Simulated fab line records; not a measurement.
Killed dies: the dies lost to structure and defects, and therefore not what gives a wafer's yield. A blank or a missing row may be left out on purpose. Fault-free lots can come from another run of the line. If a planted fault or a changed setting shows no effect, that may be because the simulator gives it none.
Matching of chambers ; flow berkeleyCmos170 ; 4 sister chambers for UCB170_ZERO_ETCH_06 on rieDiel-04
The step etches SiO2 in CHF3/CF4/Ar, time 12 s. 14 wafers are shown with their chamber, then 7 later ones without.

WAFERS WITH THEIR CHAMBER
wafer;chamber;throttleValvePct (%);oesProductAu (a.u.)
L104.4;2;9.02;0.624
L104.5;1;9.43;0.612
L104.6;2;9.03;0.623
L107.2;1;9.43;0.605
L107.3;2;9.01;0.614
L107.5;2;9.02;0.614
L108.2;2;9.02;0.629
L108.3;0;9.36;0.608
L108.5;1;9.42;0.610
L112.1;3;8.96;0.614
L112.2;1;9.43;0.607
L112.3;0;9.36;0.606
L111.3;0;9.36;0.607
L111.4;3;8.94;0.613

SIGNATURES, as means of the wafers listed above
reading;chamber 0;chamber 1;chamber 2;chamber 3;scatter within a chamber
throttleValvePct;9.3600;9.4275;9.0200;8.9500;0.00689
oesProductAu;0.60700;0.60850;0.62080;0.61350;0.00454
Rule: distance of a wafer from a chamber = root of the sum over the readings of ((wafer's reading minus chamber's mean) / reading's scatter) squared. If the next closest chamber is less than 2 further off than the closest, the wafer can't be placed; otherwise it belongs to the closest. The scatter: take each reading less its chamber's mean, square it, sum over the shown wafers, divide by the number of wafers less the number of chambers, and take the root.

WAFERS MISSING THEIR CHAMBER
wafer;throttleValvePct (%);oesProductAu (a.u.)
L111.5;9.03;0.619
L114.4;9.03;0.622
L114.5;9.37;0.609
L114.6;9.41;0.606
L126.3;9.03;0.614
L126.5;9.03;0.623
L126.6;9.40;0.604

CHAMBER TAKEN BY EACH
wafer;from the rows above;in truth
L111.5;2;2
L114.4;2;2
L114.5;0;0
L114.6;1;1
L126.3;2;2
L126.5;2;2
L126.6;can't be placed: 1 or 0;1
Correctly placed: 6 of 7. Unplaceable from these rows: 1, with the true chamber sitting among the candidates in 1. 0 placed wrongly.
